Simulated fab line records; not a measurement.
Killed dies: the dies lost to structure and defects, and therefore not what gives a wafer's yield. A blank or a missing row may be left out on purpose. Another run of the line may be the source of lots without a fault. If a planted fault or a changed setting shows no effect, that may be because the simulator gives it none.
fab line records	flow berkeleyCmos170
record lots=5	wafers=27
route steps=331 shown START@3 ACTIVE@62 SILICIDE@211 M2@289 M3@310
startH: hours from the record's first day to the start of the lot's first wafer shown	waitH: hours since the lot's step before	" repeats the value in the row above	L1.1+2: a row that stands for several wafers	- no value, or no start given	* or withheld: withheld	< > ~ a bound
route shown NAME@n: names a module that has steps shown in the file, with the first one's number in the route	usual: the fault-free wafers' mean and standard deviation	same: alike in all rows	chamber/n: place in a boat	sites: the reading at each site	_std_site: the values' standard deviation	_edge_site: outer sites' mean less inner sites'	radiusMm: for every site, how far away it sits from the centre of the wafer	mask NAME#n: copy n	behind: the tool/chamber that last shaped the wafer	hold: why the lot went on hold/how many hours it stayed there/how the hold came to an end	device: names the non-switching transistor (n, p or np)	end of line: at the end of the route, the tests of the same wafers	a step with no rows: only its recipe	killed: not the wafer's yield, but the dies lost to structure and defects at the first sort	map: shows each die of a wafer: x if killed, . if not, _ if none is there
set.NAME: setting as actually run; set.NAME@STEP: the setting as run at that earlier step	model.NAME: the simulator's own value behind a step, which no gauge read
lots with deliberately changed settings; one table per step, one row per wafer
## steps
# step UCB170_START_OXIDATION_02
# recipe tempC=950	ambient=O2	targetThkA=200	oxTimeS=1800
lot.wafer	tool	chamber	startH	waitH	set.oxTimeS	model.SiO2_of_START_OXIDATION_02.thkNm
L076.1	-	-	-	3.6	1108	14.61
L076.2	"	-	"	"	1108	14.85
L076.3	"	-	"	"	1108	14.86
L076.4	"	-	"	"	1108	14.81
L076.5	"	-	"	"	1108	15.07
L076.6	"	-	"	"	1108	14.72
L080.2	furnace-04	0	41.57	1.4	1800	20.52
L080.4	"	0	"	"	1800	21
L080.5	"	0	"	"	1800	20.36
L082.1	-	-	-	3.2	2530	24.31
L082.2	"	-	"	"	2530	24.28
L082.3	"	-	"	"	2530	24.39
L082.4	"	-	"	"	2530	24.45
L082.5	"	-	"	"	2530	24.58
L082.6	"	-	"	"	2530	24.38
L083.1	-	-	-	3.6	2108	22.39
L083.2	"	-	"	"	2108	22.74
L083.3	"	-	"	"	2108	22.91
L083.4	"	-	"	"	2108	22.49
L083.5	"	-	"	"	2108	23.13
L083.6	"	-	"	"	2108	22.63
L085.1	-	-	-	3.7	1310	16.74
L085.2	"	-	"	"	1310	16.59
L085.3	"	-	"	"	1310	16.98
L085.4	"	-	"	"	1310	16.57
L085.5	"	-	"	"	1310	16.45
L085.6	"	-	"	"	1310	16.73
# step UCB170_START_THK_MEAS_03
# recipe reads=SiO2_of_START_OXIDATION_02
# usual START_OXIDE_THK=20.3/0.35
lot.wafer	tool	chamber	startH	waitH	set.oxTimeS@START_OXIDATION_02	START_OXIDE_THK[nm]
L076.1	filmMetro-04	-	-	-	1108	14.6
L076.2	"	-	"	"	1108	14.8
L076.3	"	-	"	"	1108	14.9
L076.4	"	-	"	"	1108	14.8
L076.5	"	-	"	"	1108	15.1
L076.6	"	-	"	"	1108	14.7
L080.2	filmMetro-04	-	43.08	0.0	1800	20.5
L080.4	"	-	"	"	1800	21.0
L080.5	"	-	"	"	1800	20.4
L082.1	filmMetro-01	-	-	-	2530	24.3
L082.2	"	-	"	"	2530	24.3
L082.3	"	-	"	"	2530	24.3
L082.4	"	-	"	"	2530	24.5
L082.5	"	-	"	"	2530	24.5
L082.6	"	-	"	"	2530	24.4
L083.1	filmMetro-01	-	-	-	2108	22.4
L083.2	"	-	"	"	2108	22.7
L083.3	"	-	"	"	2108	23.0
L083.4	"	-	"	"	2108	22.5
L083.5	"	-	"	"	2108	23.2
L083.6	"	-	"	"	2108	22.6
L085.1	filmMetro-01	-	-	-	1310	16.7
L085.2	"	-	"	"	1310	16.6
L085.3	"	-	"	"	1310	17.0
L085.4	"	-	"	"	1310	16.6
L085.5	"	-	"	"	1310	16.5
L085.6	"	-	"	"	1310	16.7
# step UCB170_ACTIVE_OXIDATION_02
# recipe tempC=1000	ambient=O2	targetThkA=264	oxTimeS=1260
lot.wafer	tool	chamber	startH	waitH	set.oxTimeS	model.SiO2_of_ACTIVE_OXIDATION_02.thkNm
L076.1+6	-	-	-	3.4	1521	29.99
L076.2	"	-	"	"	1521	29.81
L076.3	"	-	"	"	1521	30
L076.4	"	-	"	"	1521	29.96
L076.5	"	-	"	"	1521	29.79
L080.2	furnace-02	0	107.63	3.3	1260	26.66
L080.4	"	0	"	"	1260	26.81
L080.5	"	0	"	"	1260	26.58
L082.1	-	-	-	3.8	858.7	21.26
L082.2	"	-	"	"	858.7	21.65
L082.3	"	-	"	"	858.7	21.39
L082.4	"	-	"	"	858.7	21.54
L082.5	"	-	"	"	858.7	21.34
L082.6	"	-	"	"	858.7	21.42
L083.1	-	-	-	4.3	1876	31.92
L083.2+4	"	-	"	"	1876	31.86
L083.3	"	-	"	"	1876	32.53
L083.5	"	-	"	"	1876	32.23
L083.6	"	-	"	"	1876	31.99
L085.1	-	-	-	9.7	1260	25.38
L085.2	"	-	"	"	1260	25.83
L085.3	"	-	"	"	1260	25.44
L085.4	"	-	"	"	1260	25.75
L085.5	"	-	"	"	1260	25.51
L085.6	"	-	"	"	1260	25.46
# step UCB170_ACTIVE_THK_MEAS_03
# recipe reads=SiO2_of_ACTIVE_OXIDATION_02
# usual ACTIVE_OXIDE_THK=26.3/0.52
lot.wafer	tool	chamber	startH	waitH	set.oxTimeS@ACTIVE_OXIDATION_02	ACTIVE_OXIDE_THK[nm]
L076.1	filmMetro-03	-	-	-	1521	30.0
L076.2	"	-	"	"	1521	29.9
L076.3	"	-	"	"	1521	30.1
L076.4	"	-	"	"	1521	30.0
L076.5	"	-	"	"	1521	29.8
L076.6	"	-	"	"	1521	30.0
L080.2	filmMetro-04	-	108.99	0.0	1260	26.7
L080.4	"	-	"	"	1260	26.9
L080.5	"	-	"	"	1260	26.6
L082.1	filmMetro-01	-	-	-	858.7	21.3
L082.2	"	-	"	"	858.7	21.6
L082.3	"	-	"	"	858.7	21.4
L082.4	"	-	"	"	858.7	21.6
L082.5	"	-	"	"	858.7	21.3
L082.6	"	-	"	"	858.7	21.5
L083.1	filmMetro-01	-	-	-	1876	31.9
L083.2	"	-	"	"	1876	31.9
L083.3	"	-	"	"	1876	32.5
L083.4	"	-	"	"	1876	31.9
L083.5	"	-	"	"	1876	32.2
L083.6	"	-	"	"	1876	32.0
L085.1	filmMetro-04	-	-	-	1260	25.4
L085.2	"	-	"	"	1260	25.8
L085.3	"	-	"	"	1260	25.4
L085.4	"	-	"	"	1260	25.7
L085.5	"	-	"	"	1260	25.5
L085.6	"	-	"	"	1260	25.5
# step UCB170_SILICIDE_SPUTTER_01
# recipe material=Ti	targetThkNm=30	timeS=25	powerW=1500	chamberPressurePa=0.5
lot.wafer	tool	chamber	startH	waitH	set.timeS	model.Ti_of_SILICIDE_SPUTTER_01.thkNm
L076.1	pvdSputter-04	-	176.04	0.0	25	30.18
L076.2	"	-	"	"	25	30.4
L076.3	"	-	"	"	25	30.24
L076.4	"	-	"	"	39.08	46.64
L076.5	"	-	"	"	39.08	47.11
L076.6	"	-	"	"	39.08	47.43
L080.2	pvdSputter-03	-	186.69	0.0	25	30.24
L080.4	"	-	"	"	25	30.63
L080.5	"	-	"	"	25	30.26
L082.1	pvdSputter-03	-	196.47	0.0	34.83	41.29
L082.2	"	-	"	"	25	29.84
L082.3	"	-	"	"	25	29.81
L082.4	"	-	"	"	25	29.63
L082.5	"	-	"	"	34.83	41.3
L082.6	"	-	"	"	34.83	41.43
L083.1	pvdSputter-01	-	196.64	0.0	25	29.32
L083.2	"	-	"	"	38.83	46.22
L083.3	"	-	"	"	25	29.77
L083.4	"	-	"	"	38.83	46.41
L083.5	"	-	"	"	25	29.86
L083.6	"	-	"	"	38.83	46.6
L085.1	pvdSputter-01	-	222.88	0.0	25	29.83
L085.2	"	-	"	"	13.12	15.48
L085.3	"	-	"	"	25	29.35
L085.4	"	-	"	"	13.12	15.78
L085.5	"	-	"	"	25	29.7
L085.6	"	-	"	"	13.12	15.63
# step UCB170_SILICIDE_RS_MEAS_02
# recipe thkMeasGauge=four-point-probe	reads=Ti_of_SILICIDE_SPUTTER_01
# usual SILICIDE_TI_RS=26.2/0.43
lot.wafer	tool	chamber	startH	waitH	set.timeS@SILICIDE_SPUTTER_01	SILICIDE_TI_RS[ohm/sq]
L076.1	filmMetro-02	-	176.07	0.0	25	25.9
L076.2	"	-	"	"	25	25.7
L076.3	"	-	"	"	25	25.8
L076.4	"	-	"	"	39.08	15.6
L076.5	"	-	"	"	39.08	15.5
L076.6	"	-	"	"	39.08	15.3
L080.2	filmMetro-01	-	186.74	0.0	25	25.9
L080.4	"	-	"	"	25	25.6
L080.5	"	-	"	"	25	25.8
L082.1	filmMetro-04	-	196.57	0.1	34.83	18.1
L082.2	"	-	"	"	25	26.4
L082.3	"	-	"	"	25	26.4
L082.4	"	-	"	"	25	26.6
L082.5	"	-	"	"	34.83	18.0
L082.6	"	-	"	"	34.83	18.1
L083.1	filmMetro-02	-	196.74	0.1	25	26.9
L083.2	"	-	"	"	38.83	15.9
L083.3	"	-	"	"	25	26.5
L083.4	"	-	"	"	38.83	15.8
L083.5	"	-	"	"	25	26.4
L083.6	"	-	"	"	38.83	15.7
L085.1	filmMetro-02	-	222.92	0.0	25	26.3
L085.2	"	-	"	"	13.12	58.0
L085.3	"	-	"	"	25	26.8
L085.4	"	-	"	"	13.12	56.5
L085.5	"	-	"	"	25	26.4
L085.6	"	-	"	"	13.12	57.2
# step UCB170_SILICIDE_THK_MEAS_03
# recipe thkMeasGauge=xrf	reads=Ti_of_SILICIDE_SPUTTER_01
# usual SILICIDE_TI_THK=29.5/0.44
lot.wafer	tool	chamber	startH	waitH	set.timeS@SILICIDE_SPUTTER_01	SILICIDE_TI_THK[nm]
L076.1	filmMetro-02	-	176.19	0.1	25	29.5
L076.2	"	-	"	"	25	29.7
L076.3	"	-	"	"	25	29.8
L076.4	"	-	"	"	39.08	45.7
L076.5	"	-	"	"	39.08	46.0
L076.6	"	-	"	"	39.08	46.4
L080.2	filmMetro-01	-	186.85	0.1	25	29.9
L080.4	"	-	"	"	25	30.4
L080.5	"	-	"	"	25	30.1
L082.1	filmMetro-04	-	196.69	0.1	34.83	41.1
L082.2	"	-	"	"	25	29.7
L082.3	"	-	"	"	25	29.5
L082.4	"	-	"	"	25	29.3
L082.5	"	-	"	"	34.83	41.0
L082.6	"	-	"	"	34.83	41.1
L083.1	filmMetro-02	-	196.86	0.1	25	28.6
L083.2	"	-	"	"	38.83	45.1
L083.3	"	-	"	"	25	29.1
L083.4	"	-	"	"	38.83	45.3
L083.5	"	-	"	"	25	29.1
L083.6	"	-	"	"	38.83	45.4
L085.1	filmMetro-02	-	223.04	0.1	25	29.3
L085.2	"	-	"	"	13.12	15.1
L085.3	"	-	"	"	25	28.8
L085.4	"	-	"	"	13.12	15.4
L085.5	"	-	"	"	25	29.0
L085.6	"	-	"	"	13.12	15.3
# step UCB170_M2_METAL_ETCH_18
# recipe chemistry=Cl2/BCl3	target=Al	stopOn=SiO2	pressureMtorr=12	targetDepthA=11700	overEtchFrac=0.3	timeS=195	icpW=600	biasW=120	Cl2_flow_sccm=90	bcl3FlowSccm=45
lot.wafer	tool	chamber	startH	waitH	set.timeS	model.KrF_of_M2_COAT_10.thkNm	model.SiO2_of_V1_CVD_00.thkNm	model.M2.featureDepthNm
L076.1	rieMetal-03	0	193.67	-	195	207.4	936.7	955.9
L076.2	"	1	"	"	195	232.1	940.7	950.9
L076.3	"	1	"	"	285.1	0	912.3	987.4
L076.4	"	0	"	"	285.1	0	907.9	972.7
L076.5	"	1	"	"	285.1	0	910.8	978.4
L076.6	"	0	"	"	195	201.4	939.3	954.6
L080.2	rieMetal-03	0	201.51	-	195	200	937.6	966.8
L080.4	"	0	"	"	195	201.6	937.4	968.8
L080.5	"	0	"	"	195	205.8	939.7	985.3
L082.1	rieMetal-04	0	216.65	-	195	182.3	937.3	962.1
L082.2	"	1	"	"	195	234	940.1	967
L082.3	"	0	"	"	195	188.2	936.9	959.3
L082.4	"	1	"	"	195	228.3	942.3	956.7
L082.5	"	0	"	"	195	184.9	938.3	961.3
L082.6	"	1	"	"	195	221.3	938.6	971.6
L083.1	rieMetal-02	0	218.28	-	195	237.3	939.9	973
L083.2	"	1	"	"	270.1	0	909.9	1007
L083.3	"	1	"	"	195	197.7	937.5	977.5
L083.4	"	0	"	"	195	226.5	941.7	981.2
L083.5	"	1	"	"	270.1	0	911	1000
L083.6	"	0	"	"	270.1	0	913.9	1006
L085.1	rieMetal-02	0	237.86	-	195	213.9	937.5	962.2
L085.2	"	1	"	"	195	200.5	935.1	972.5
L085.3	"	0	"	"	195	215.3	937.6	974.5
L085.4	"	1	"	"	195	199.6	933.5	971.5
L085.5	"	0	"	"	195	215.9	936.8	963.3
L085.6	"	1	"	"	195	206.6	934.1	971.5
# step UCB170_M2_STRIP_19
# recipe chemistry=O2	powerW=400	pressureMtorr=3500	platenTempC=withheld	o2FlowSccm=400	overashFraction=0.5
# usual oesProductAu=0.550/0.019
lot.wafer	tool	chamber	startH	waitH	set.timeS@M2_METAL_ETCH_18	oesProductAu
L076.1	plasmaAsher-01	0	193.86	0.1	195	0.535
L076.2	"	1	"	"	195	0.563
L076.3	"	1	"	"	285.1	0.302
L076.4	"	0	"	"	285.1	0.318
L076.5	"	0	"	"	285.1	0.317
L076.6	"	1	"	"	195	0.544
L080.2	plasmaAsher-03	1	201.70	0.1	195	0.535
L080.4	"	0	"	"	195	0.530
L080.5	"	0	"	"	195	0.536
L082.1	plasmaAsher-01	0	216.84	0.1	195	0.506
L082.2	"	1	"	"	195	0.575
L082.3	"	0	"	"	195	0.525
L082.4	"	1	"	"	195	0.557
L082.5	"	0	"	"	195	0.518
L082.6	"	1	"	"	195	0.548
L083.1	plasmaAsher-04	1	218.47	0.1	195	0.572
L083.2	"	0	"	"	270.1	0.316
L083.3	"	0	"	"	195	0.532
L083.4	"	1	"	"	195	0.548
L083.5	"	1	"	"	270.1	0.322
L083.6	"	0	"	"	270.1	0.314
L085.1	plasmaAsher-04	0	238.05	0.1	195	0.549
L085.2	"	1	"	"	195	0.532
L085.3	"	0	"	"	195	0.545
L085.4	"	1	"	"	195	0.529
L085.5	"	0	"	"	195	0.552
L085.6	"	1	"	"	195	0.540
# step UCB170_M2_CD_MEAS_90
# recipe targetCdNm=700
# usual cdNm=697/4.8
lot.wafer	tool	chamber	startH	waitH	set.timeS@M2_METAL_ETCH_18	cdNm
L076.1	cdSem-01	-	193.96	0.1	195	702
L076.2	"	-	"	"	195	704
L076.3	"	-	"	"	285.1	682
L076.4	"	-	"	"	285.1	680
L076.5	"	-	"	"	285.1	681
L076.6	"	-	"	"	195	701
L080.2	cdSem-01	-	201.82	0.1	195	702
L080.4	"	-	"	"	195	705
L080.5	"	-	"	"	195	702
L082.1	cdSem-02	-	216.94	0.1	195	692
L082.2	"	-	"	"	195	701
L082.3	"	-	"	"	195	689
L082.4	"	-	"	"	195	700
L082.5	"	-	"	"	195	690
L082.6	"	-	"	"	195	700
L083.1	cdSem-01	-	218.57	0.1	195	697
L083.2	"	-	"	"	270.1	676
L083.3	"	-	"	"	195	698
L083.4	"	-	"	"	195	698
L083.5	"	-	"	"	270.1	677
L083.6	"	-	"	"	270.1	682
L085.1	cdSem-02	-	238.15	0.1	195	697
L085.2	"	-	"	"	195	689
L085.3	"	-	"	"	195	695
L085.4	"	-	"	"	195	692
L085.5	"	-	"	"	195	694
L085.6	"	-	"	"	195	693
# step UCB170_M3_SPUTTER_01
# recipe material=Al	targetThkNm=900	timeS=120	powerW=6000	chamberPressurePa=0.5
lot.wafer	tool	chamber	startH	waitH	set.timeS	model.Al_of_M3_SPUTTER_01.thkNm
L076.1	pvdSputter-02	-	197.08	0.0	75.15	568.7
L076.2	"	-	"	"	120	912.8
L076.3	"	-	"	"	75.15	590.8
L076.4	"	-	"	"	120	911.1
L076.5	"	-	"	"	120	913.7
L076.6	"	-	"	"	75.15	574.4
L080.2	pvdSputter-01	-	204.49	0.0	120	914.7
L080.4	"	-	"	"	120	896.5
L080.5	"	-	"	"	120	905.1
L082.1	pvdSputter-02	-	219.59	0.0	120	911.6
L082.2	"	-	"	"	165.6	1234
L082.3	"	-	"	"	120	906.9
L082.4	"	-	"	"	165.6	1239
L082.5	"	-	"	"	120	893.4
L082.6	"	-	"	"	165.6	1250
L083.1	pvdSputter-03	-	221.05	0.0	120	889.8
L083.2	"	-	"	"	120	885.9
L083.3	"	-	"	"	120	888.3
L083.4	"	-	"	"	120	889.1
L083.5	"	-	"	"	120	891.9
L083.6	"	-	"	"	120	896.4
L085.1	pvdSputter-01	-	240.83	0.0	120	914.2
L085.2	"	-	"	"	120	892.5
L085.3	"	-	"	"	120	902.1
L085.4	"	-	"	"	120	903
L085.5	"	-	"	"	120	900.1
L085.6	"	-	"	"	120	906.6
# step UCB170_M3_RS_MEAS_02
# recipe thkMeasGauge=four-point-probe	reads=Al_of_M3_SPUTTER_01
# usual M3_AL_RS=0.0322/0.00044
lot.wafer	tool	chamber	startH	waitH	set.timeS@M3_SPUTTER_01	M3_AL_RS[ohm/sq]
L076.1	filmMetro-01	-	197.17	0.0	75.15	0.0512
L076.2	"	-	"	"	120	0.0317
L076.3	"	-	"	"	75.15	0.0493
L076.4	"	-	"	"	120	0.0317
L076.5	"	-	"	"	120	0.0317
L076.6	"	-	"	"	75.15	0.0508
L080.2	filmMetro-03	-	204.59	0.1	120	0.0316
L080.4	"	-	"	"	120	0.0323
L080.5	"	-	"	"	120	0.0320
L082.1	filmMetro-01	-	219.68	0.0	120	0.0318
L082.2	"	-	"	"	165.6	0.0234
L082.3	"	-	"	"	120	0.0319
L082.4	"	-	"	"	165.6	0.0233
L082.5	"	-	"	"	120	0.0324
L082.6	"	-	"	"	165.6	0.0231
L083.1	filmMetro-04	-	221.13	0.0	120	0.0325
L083.2	"	-	"	"	120	0.0327
L083.3	"	-	"	"	120	0.0326
L083.4	"	-	"	"	120	0.0326
L083.5	"	-	"	"	120	0.0325
L083.6	"	-	"	"	120	0.0323
L085.1	filmMetro-01	-	240.92	0.0	120	0.0316
L085.2	"	-	"	"	120	0.0324
L085.3	"	-	"	"	120	0.0320
L085.4	"	-	"	"	120	0.0320
L085.5	"	-	"	"	120	0.0321
L085.6	"	-	"	"	120	0.0319
# step UCB170_M3_THK_MEAS_03
# recipe thkMeasGauge=xrf	reads=Al_of_M3_SPUTTER_01
# usual M3_AL_THK=890/13
lot.wafer	tool	chamber	startH	waitH	set.timeS@M3_SPUTTER_01	M3_AL_THK[nm]
L076.1	filmMetro-01	-	197.29	0.1	75.15	568
L076.2	"	-	"	"	120	912
L076.3	"	-	"	"	75.15	587
L076.4	"	-	"	"	120	899
L076.5	"	-	"	"	120	912
L076.6	"	-	"	"	75.15	571
L080.2	filmMetro-03	-	204.70	0.1	120	900
L080.4	"	-	"	"	120	882
L080.5	"	-	"	"	120	886
L082.1	filmMetro-01	-	219.80	0.1	120	903
L082.2	"	-	"	"	165.6	1224
L082.3	"	-	"	"	120	903
L082.4	"	-	"	"	165.6	1236
L082.5	"	-	"	"	120	888
L082.6	"	-	"	"	165.6	1245
L083.1	filmMetro-04	-	221.25	0.1	120	884
L083.2	"	-	"	"	120	878
L083.3	"	-	"	"	120	878
L083.4	"	-	"	"	120	879
L083.5	"	-	"	"	120	888
L083.6	"	-	"	"	120	889
L085.1	filmMetro-01	-	241.04	0.1	120	911
L085.2	"	-	"	"	120	889
L085.3	"	-	"	"	120	897
L085.4	"	-	"	"	120	901
L085.5	"	-	"	"	120	893
L085.6	"	-	"	"	120	901
# step UCB170_M3_HMDS_04
# recipe primeTimeS=60	primeTempC=100
# step UCB170_M3_COAT_05
# recipe resist=KrF	spinRpm=1500	resistThkNm=900
# step UCB170_M3_ETCH_17
# recipe chemistry=N2/H2	targetDepthA=withheld	overetchA=withheld	target=BARC	timeS=withheld	sourceW=500	biasW=100	pressureMtorr=30	n2FlowSccm=100	h2FlowSccm=200
# step UCB170_M3_METAL_ETCH_18
# recipe chemistry=Cl2/BCl3	target=Al	stopOn=SiO2	pressureMtorr=12	targetDepthA=11700	overEtchFrac=0.3	timeS=195	icpW=600	biasW=120	Cl2_flow_sccm=90	bcl3FlowSccm=45
# usual oesProductAu=0.852/0.014
lot.wafer	tool	chamber	startH	waitH	set.timeS@M3_SPUTTER_01	oesProductAu
L076.1	rieMetal-03	1	199.40	-	75.15	0.669
L076.2	"	0	"	"	120	0.854
L076.3	"	1	"	"	75.15	0.679
L076.4	"	0	"	"	120	0.853
L076.5	"	0	"	"	120	0.848
L076.6	"	1	"	"	75.15	0.678
L080.2	rieMetal-03	1	208.30	-	120	0.853
L080.4	"	1	"	"	120	0.841
L080.5	"	1	"	"	120	0.849
L082.1	rieMetal-04	1	221.77	-	120	0.854
L082.2	"	0	"	"	165.6	0.997
L082.3	"	1	"	"	120	0.850
L082.4	"	0	"	"	165.6	1.001
L082.5	"	0	"	"	120	0.834
L082.6	"	1	"	"	165.6	0.972
L083.1	rieMetal-01	0	223.20	-	120	0.849
L083.2	"	1	"	"	120	0.871
L083.3	"	1	"	"	120	0.878
L083.4	"	0	"	"	120	0.830
L083.5	"	1	"	"	120	0.875
L083.6	"	0	"	"	120	0.845
L085.1	rieMetal-01	0	243.55	-	120	0.844
L085.2	"	1	"	"	120	0.871
L085.3	"	0	"	"	120	0.857
L085.4	"	1	"	"	120	0.883
L085.5	"	1	"	"	120	0.880
L085.6	"	0	"	"	120	0.850
## key
split step=UCB170_START_OXIDATION_02	setting=oxTimeS	stated=1800	by=lot
response step=UCB170_START_OXIDATION_02	reading=model.SiO2_of_START_OXIDATION_02.thkNm	change=+0.124	per=1%	r=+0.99
response step=UCB170_START_THK_MEAS_03	reading=START_OXIDE_THK	change=+0.124	per=1%	r=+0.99
split step=UCB170_ACTIVE_OXIDATION_02	setting=oxTimeS	stated=1260	by=lot
response step=UCB170_ACTIVE_OXIDATION_02	reading=model.SiO2_of_ACTIVE_OXIDATION_02.thkNm	change=+0.136	per=1%	r=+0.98
response step=UCB170_ACTIVE_THK_MEAS_03	reading=ACTIVE_OXIDE_THK	change=+0.136	per=1%	r=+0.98
split step=UCB170_SILICIDE_SPUTTER_01	setting=timeS	stated=25	by=wafer
response step=UCB170_SILICIDE_SPUTTER_01	reading=model.Ti_of_SILICIDE_SPUTTER_01.thkNm	change=+0.298	per=1%	r=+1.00
response step=UCB170_SILICIDE_RS_MEAS_02	reading=SILICIDE_TI_RS	shape=bent	atLowest=57.2	atStated=26.2	atHighest=15.5
response step=UCB170_SILICIDE_THK_MEAS_03	reading=SILICIDE_TI_THK	change=+0.292	per=1%	r=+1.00
split step=UCB170_M2_METAL_ETCH_18	setting=timeS	stated=195	by=wafer
response step=UCB170_M2_METAL_ETCH_18	reading=model.KrF_of_M2_COAT_10.thkNm	change=-5.07	per=1%	r=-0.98
response step=UCB170_M2_METAL_ETCH_18	reading=model.SiO2_of_V1_CVD_00.thkNm	change=-0.663	per=1%	r=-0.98
response step=UCB170_M2_METAL_ETCH_18	reading=model.M2.featureDepthNm	change=+0.619	per=1%	r=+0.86
response step=UCB170_M2_STRIP_19	reading=oesProductAu	change=-0.00548	per=1%	r=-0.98
response step=UCB170_M2_CD_MEAS_90	reading=cdNm	change=-0.469	per=1%	r=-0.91
split step=UCB170_M3_SPUTTER_01	setting=timeS	stated=120	by=wafer
response step=UCB170_M3_SPUTTER_01	reading=model.Al_of_M3_SPUTTER_01.thkNm	change=+8.91	per=1%	r=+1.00
response step=UCB170_M3_RS_MEAS_02	reading=M3_AL_RS	change=-0.000364	per=1%	r=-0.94
response step=UCB170_M3_THK_MEAS_03	reading=M3_AL_THK	change=+8.88	per=1%	r=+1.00
response step=UCB170_M3_METAL_ETCH_18	reading=oesProductAu	change=+0.00424	per=1%	r=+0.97
